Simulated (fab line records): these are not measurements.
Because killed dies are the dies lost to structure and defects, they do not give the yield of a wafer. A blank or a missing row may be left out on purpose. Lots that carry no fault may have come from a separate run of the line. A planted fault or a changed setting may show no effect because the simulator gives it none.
What tool caused it?    flow berkeley cmos170    13 lots, 39 wafers sampled, at 6 steps of a route of 331

## WHAT THE GAUGES SHOWED, per wafer
UCB170_PWELL_THK_MEAS_06. Usual: PWELL_NITRIDE_THK 220.4 nm, standard deviation 2.2.
lot   measured     on             PWELL_NITRIDE_THK (nm)               flag
L949  day 2 19:40  film metro-03  217.8 218.4 218.6                    
L950  day 3 06:55  film metro-03  223.7 222.0 222.9                    
L951  day 3 06:55  film metro-04  220.8 221.6 221.9                    
L952  day 3 17:23  film metro-02  172.3 173.8 174.9 172.1 173.5 174.8  OFF
L954  day 4 05:29  film metro-02  171.4 172.4 171.4 171.3 172.5 171.4  OFF
L955  day 4 05:29  film metro-03  172.6 171.4 170.9 172.4 171.4 170.9  OFF
L956  day 4 12:49  film metro-02  172.0 171.0 172.1 172.0 171.1 172.1  OFF
L962  day 5 20:22  film metro-04  219.5 217.2 219.7                    
L963  day 5 20:23  film metro-03  219.6 218.4 218.4                    
L964  day 6 03:22  film metro-04  219.2 220.9 217.7                    
L966  day 6 12:03  film metro-03  220.4 220.6 219.4                    
L967  day 6 12:03  film metro-04  218.9 219.0 219.3                    
L969  day 7 02:29  film metro-03  218.3 217.0 217.2                    

UCB170_PWELL_OVL_MEAS_13. Usual: PWELL_OVL -1 nm, standard deviation 5.5.
lot   measured     on          PWELL_OVL (nm)  flag
L949  day 2 20:50  overlay-01  -5 2 0          
L950  day 3 08:27  overlay-01  -6 -5 -6        
L951  day 3 08:45  overlay-02  0 -2 3          
L952  day 4 00:49  overlay-01  -3 -7 -6        
L954  day 4 09:22  overlay-01  10 9 11         
L955  day 4 10:00  overlay-02  -8 -4 -1        
L956  day 4 16:58  overlay-01  8 9 10          
L962  day 5 21:39  overlay-02  -4 5 -3         
L963  day 5 21:37  overlay-01  1 -1 1          
L964  day 6 04:16  overlay-01  -4 0 2          
L966  day 6 14:32  overlay-02  -6 -9 -9        
L967  day 6 14:48  overlay-01  -11 -11 -7      
L969  day 7 03:22  overlay-02  0 -1 4          

UCB170_ACTIVE_THK_MEAS_03. Usual: ACTIVE_OXIDE_THK 26.3 nm, standard deviation 0.47.
lot   measured     on             ACTIVE_OXIDE_THK (nm)  flag
L949  day 3 16:29  film metro-02  26.1 26.3 25.9         
L950  day 4 07:02  film metro-04  26.3 26.5 26.4         
L951  day 4 07:02  film metro-02  26.9 26.7 26.4         
L952  day 4 14:02  film metro-04  26.7 26.8 26.2         
L954  day 5 04:28  film metro-02  26.9 26.8 26.6         
L955  day 5 04:28  film metro-04  26.7 27.2 26.7         
L956  day 5 12:35  film metro-04  26.2 25.8 26.1         
L962  day 6 17:07  film metro-01  25.8 25.9 25.3         
L963  day 6 17:07  film metro-04  26.7 27.0 26.9         
L964  day 7 00:15  film metro-02  27.1 26.7 26.3         
L966  day 7 12:10  film metro-01  26.7 26.8 27.0         
L967  day 7 12:10  film metro-04  25.6 26.5 26.2         
L969  day 8 00:55  film metro-04  26.2 25.8 26.1         

UCB170_PFIELD_OVL_MEAS_06. Usual: PFIELD_OVL -2 nm, standard deviation 5.3.
lot   measured     on          PFIELD_OVL (nm)  flag
L949  day 4 03:16  overlay-01  -2 -4 -11        
L950  day 4 14:32  overlay-02  -14 1 -5         
L951  day 4 14:49  overlay-02  -5 -8 -6         
L952  day 5 01:01  overlay-02  -6 1 3           
L954  day 5 13:54  overlay-02  -1 -4 -10        
L955  day 5 14:17  overlay-01  -1 -4 -7         
L956  day 5 19:54  overlay-02  5 0 -2           
L962  day 7 04:23  overlay-01  -1 -4 1          
L963  day 7 04:10  overlay-02  2 -5 4           
L964  day 7 10:24  overlay-02  -1 7 6           
L966  day 7 23:34  overlay-01  -2 4 -2          
L967  day 7 23:55  overlay-01  -3 -3 -5         
L969  day 8 10:43  overlay-02  -8 -5 -1         

## TOOL THAT RAN EACH LOT (tool first, then ch and the chambers of the sampled wafers, then the start)
lot   UCB170_PWELL_CVD_05         UCB170_PWELL_ETCH_14
L949  lpcvd-01 ch 1, day 2 17:45  rie diel-04 ch 1,2,3, day 2 20:53
L950  lpcvd-01 ch 0, day 3 05:00  rie diel-02 ch 0,3, day 3 08:29
L951  lpcvd-01 ch 1, day 3 05:00  rie diel-01 ch 0,1,2, day 3 08:47
L952  lpcvd-01 ch 1, day 3 15:29  rie diel-02 ch 1,3, day 4 00:52
L954  lpcvd-01 ch 1, day 4 03:34  rie diel-01 ch 0,2,3, day 4 09:24
L955  lpcvd-01 ch 0, day 4 03:34  rie diel-04 ch 0,2,3, day 4 10:02
L956  lpcvd-01 ch 1, day 4 10:53  rie diel-04 ch 1,2,3, day 4 17:00
L962  lpcvd-02 ch 1, day 5 18:27  rie diel-04 ch 0,1,2, day 5 21:41
L963  lpcvd-02 ch 1, day 5 18:27  rie diel-02 ch 1,2,3, day 5 21:38
L964  lpcvd-02 ch 0, day 6 01:26  rie diel-01 ch 0,1, day 6 04:17
L966  lpcvd-02 ch 0, day 6 10:08  rie diel-01 ch 0,2,3, day 6 14:34
L967  lpcvd-02 ch 0, day 6 10:08  rie diel-04 ch 0,3, day 6 14:50
L969  lpcvd-02 ch 0, day 7 00:33  rie diel-02 ch 0,3, day 7 03:24
- UCB170_PWELL_CVD_05: deposits Si3N4 from SiH2Cl2/NH3, target thk 220 nm, time 3300 s.
- UCB170_PWELL_ETCH_14: etches Si3N4 in CH3F/Ar/O2, stops on SiO2, target depth 242 nm, time 151 s.

## WHAT THE TOOLS THEMSELVES READ (means of the sampled wafers that have a number; where no wafer has one, the mark that the record gives instead)
UCB170_PWELL_ETCH_14. Usual: drypump motor current A 5.8 A, standard deviation 0.39; oes product au 0.948 a.u., standard deviation 0.009; throttle valve pct 8.01 %, standard deviation 0.11.
lot   tool         drypump motor current A (A)  oes product au (a.u.)  throttle valve pct (%)  flag
L949  rie diel-04  5.7                          0.942                  7.91                    
L950  rie diel-02  6.2                          0.954                  8.10                    
L951  rie diel-01  6.0                          0.961                  8.04                    
L952  rie diel-02  5.8                          0.830                  8.13                    OFF
L954  rie diel-01  5.9                          0.825                  7.96                    OFF
L955  rie diel-04  6.0                          0.816                  7.91                    OFF
L956  rie diel-04  5.7                          0.823                  7.89                    OFF
L962  rie diel-04  6.0                          0.943                  7.95                    
L963  rie diel-02  5.7                          0.940                  8.05                    
L964  rie diel-01  5.6                          0.950                  8.08                    
L966  rie diel-01  5.9                          0.948                  7.97                    
L967  rie diel-04  5.8                          0.940                  7.92                    
L969  rie diel-02  6.1                          0.941                  8.12                    

## THE ANSWER, worked out from the rows above alone
Rule: a lot is off if the mean of its wafers that have a number lies more than 3 standard deviations from the usual mean. Also off: a lot with no number at a reading for which 4 or more lots have one. The other lots that the step has rows for count as sound. Order of review: gauges by route order, followed by the tools' own readings, for which a lot's mean as printed above is used. At the first step where some lot is off, the reading lying furthest off is the one used; lots without a number count as furthest.
Off: L952, L954, L955, L956, seen at UCB170_PWELL_THK_MEAS_06 (PWELL_NITRIDE_THK).
If a tool, at a process step before that reading, ran all the lots that are off and no sound lot after the first of them, it fits. Not tried: the gauges at UCB170_PWELL_THK_MEAS_06; whatever is off there is also off at UCB170_PWELL_ETCH_14, on other tools, and gauge error can't account for it. One fits: UCB170_PWELL_CVD_05 on lpcvd-01. A fault onset in the window from L950 (day 3 05:00, its last sound lot) to L952 (day 3 15:29, its first lot off) fits.

## WHAT THE SIMULATOR HAD PUT IN
Site profile drift: lpcvd-01, from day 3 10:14 on, at UCB170_PWELL_CVD_05. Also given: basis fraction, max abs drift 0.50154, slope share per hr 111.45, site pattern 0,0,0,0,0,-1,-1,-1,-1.
Lots struck among those shown: L952, L954, L955, L956. The same result came from the rule above.
